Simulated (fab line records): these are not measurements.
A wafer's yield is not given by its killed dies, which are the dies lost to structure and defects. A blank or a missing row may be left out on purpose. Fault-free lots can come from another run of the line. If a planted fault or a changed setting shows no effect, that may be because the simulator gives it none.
Which of the tools did it? | flow berkeley-cmos170 | at 1 step of a route of 331, 14 lots with 42 wafers sampled

WHAT EACH GAUGE READ, for each wafer
The record holds no reading of a measuring or inspecting step that can be judged against a usual standard deviation.

TOOL THAT RAN EACH LOT (tool first, then ch and the chambers of the sampled wafers, then the start)
lot  | UCB170_NWELL_IMPLANT_14
L984 | implanter-04 ch 0, day 2 16:03
L985 | implanter-04 ch 0, day 2 21:26
L986 | implanter-02 ch 0, day 3 01:44
L987 | implanter-01 ch 0, day 3 02:01
L988 | implanter-02 ch 0, day 3 09:26
L990 | implanter-02 ch 0, day 3 14:37
L989 | implanter-04 ch 0, day 3 14:45
L991 | implanter-04 ch 0, day 4 05:37
L994 | implanter-01 ch 0, day 4 15:20
L999 | implanter-04 ch 0, day 5 14:52
L101 | implanter-04 ch 0, day 6 12:38
L103 | implanter-02 ch 0, day 6 19:31
L104 | implanter-01 ch 0, day 6 20:23
L106 | implanter-01 ch 0, day 7 01:40
- UCB170_NWELL_IMPLANT_14

AS READ BY THE TOOLS THEMSELVES (means over the sampled wafers that have a number; for cases with no such wafer, the mark the record gives instead)
UCB170_NWELL_IMPLANT_14.
lot  | tool         | dose-ions-cm2 | faraday-current-uA
L984 | implanter-04 | 1.001e+13     | 31.5
L985 | implanter-04 | 9.991e+12     | 32.0
L986 | implanter-02 | 1.001e+13     | 30.9
L987 | implanter-01 | 9.995e+12     | 31.5
L988 | implanter-02 | 1.000e+13     | 31.7
L990 | implanter-02 | 9.989e+12     | 32.4
L989 | implanter-04 | 9.998e+12     | 32.0
L991 | implanter-04 | 9.988e+12     | 31.5
L994 | implanter-01 | 9.993e+12     | 31.6
L999 | implanter-04 | 1.100e+13     | 35.4
L101 | implanter-04 | 1.100e+13     | 35.2
L103 | implanter-02 | 1.000e+13     | 32.0
L104 | implanter-01 | 1.001e+13     | 32.4
L106 | implanter-01 | 1.001e+13     | 31.7

THE ANSWER, worked out from the rows above alone
Rule: the usual values come from the lots themselves. Put in order of their means at a reading, lots are off if they are a third of the lots or fewer, leave a main group of 4 or more, and stand apart from it by a gap of 3 or more times the standard deviation of the main group's means; of several such gaps the widest counts. The tables above print the reading to a certain number of digits; a main group whose means all agree to those digits is not used. A lot without any number at a reading at which 4 lots or more have one is off too. The other lots that the step has rows for count as sound. Order of review: gauges by route order, followed by the tools' own readings, for which a lot's mean as printed above is used. At the first step where some lot is off, the reading lying furthest off is the one used; lots without a number count as furthest.
Off: L999, L101, at UCB170_NWELL_IMPLANT_14 (dose-ions-cm2). Main group: mean 1.000e+13, sd 8.3e+09.
A tool fits if, at that step or a process step before it, it ran every lot that is off, and no sound lot after the first of them. One candidate fits, namely implanter-04 at UCB170_NWELL_IMPLANT_14. A fault onset in the window from L991 (day 4 05:37, its last sound lot) to L999 (day 5 14:52, its first lot off) fits.
The tool's own readings at UCB170_NWELL_IMPLANT_14 bear it out: on the lots that are off they differ by more than 5 times the standard deviation of the sound lots' means. dose-ions-cm2 reads 1.100e+13 there against 1.000e+13 on the sound lots; faraday-current-uA reads 35.3 there against 31.8 on the sound lots.

WHAT WAS PUT IN BY THE SIMULATOR
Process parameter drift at UCB170_NWELL_IMPLANT_14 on implanter-04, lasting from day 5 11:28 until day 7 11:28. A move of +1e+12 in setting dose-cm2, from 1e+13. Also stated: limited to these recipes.
Shown lots that were struck: L999, L101. Same finding as the rule above.
